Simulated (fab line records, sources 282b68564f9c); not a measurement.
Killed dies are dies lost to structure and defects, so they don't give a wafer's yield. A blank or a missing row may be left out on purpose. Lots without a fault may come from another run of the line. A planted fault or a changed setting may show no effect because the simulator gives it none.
Which tool did it? | flow rit_cmos | 15 lots, 45 wafers sampled, at 1 step of a route of 202

WHAT THE GAUGES READ, wafer by wafer
The record holds no reading of a measuring or inspecting step that can be judged against a usual standard deviation.

WHICH TOOL RAN EACH LOT (tool, then ch and the chambers of the sampled wafers, then the start)
lot  | RIT_M1_DEVELOP_08
L428 | litho_track-04 ch 0, day 3 08:00
L429 | litho_track-04 ch 0, day 3 16:00
L430 | litho_track-03 ch 0, day 3 21:00
L432 | litho_track-04 ch 0, day 4 06:00
L433 | litho_track-01 ch 0, day 4 13:00
L434 | litho_track-03 ch 0, day 4 13:00
L435 | litho_track-03 ch 0, day 4 18:00
L440 | litho_track-03, day 6 00:00
L441 | litho_track-01, day 6 01:00
L442 | litho_track-03, day 6 04:00
L447 | litho_track-03 ch 0, day 7 07:00
L448 | litho_track-03 ch 0, day 7 14:00
L449 | litho_track-01 ch 0, day 7 19:00
L450 | litho_track-04 ch 0, day 7 22:00
L451 | litho_track-03 ch 0, day 8 06:00
- RIT_M1_DEVELOP_08: develop time 68 s.

WHAT THE TOOLS THEMSELVES READ (means of the sampled wafers that have a number; where no wafer has one, the mark that the record gives instead)
RIT_M1_DEVELOP_08. Usual: chill_plate_temp_C 23.02 C, standard deviation 0.11.
lot  | tool           | chill_plate_temp_C (C) | flag
L428 | litho_track-04 | 22.82                  |
L429 | litho_track-04 | 22.95                  |
L430 | litho_track-03 | 22.94                  |
L432 | litho_track-04 | 23.17                  |
L433 | litho_track-01 | 23.02                  |
L434 | litho_track-03 | 23.05                  |
L435 | litho_track-03 | 22.97                  |
L440 | litho_track-03 | -                      | OFF
L441 | litho_track-01 | -                      | OFF
L442 | litho_track-03 | -                      | OFF
L447 | litho_track-03 | 23.01                  |
L448 | litho_track-03 | 23.12                  |
L449 | litho_track-01 | 22.98                  |
L450 | litho_track-04 | 23.06                  |
L451 | litho_track-03 | 23.03                  |

THE ANSWER, worked out from the rows above alone
Rule: a lot is off if the mean of its wafers that have a number lies more than 3 standard deviations from the usual mean. A lot without any number at a reading at which 4 lots or more have one is off too. The other lots that the step has rows for count as sound. The gauges are gone through in route order, then the tools' own readings, and for those a lot's mean is taken as printed above. The first step at which some lot is off is used, and at that step the reading that is off furthest; a lot without a number counts as furthest.
Off: L440, L441, L442, at RIT_M1_DEVELOP_08 (chill_plate_temp_C). Without a number there: L440, L441, L442.
A tool fits if, at that step or a process step before it, it ran every lot that is off, and no sound lot after the first of them. None of those tried fits.

WHAT THE SIMULATOR HAD PUT IN
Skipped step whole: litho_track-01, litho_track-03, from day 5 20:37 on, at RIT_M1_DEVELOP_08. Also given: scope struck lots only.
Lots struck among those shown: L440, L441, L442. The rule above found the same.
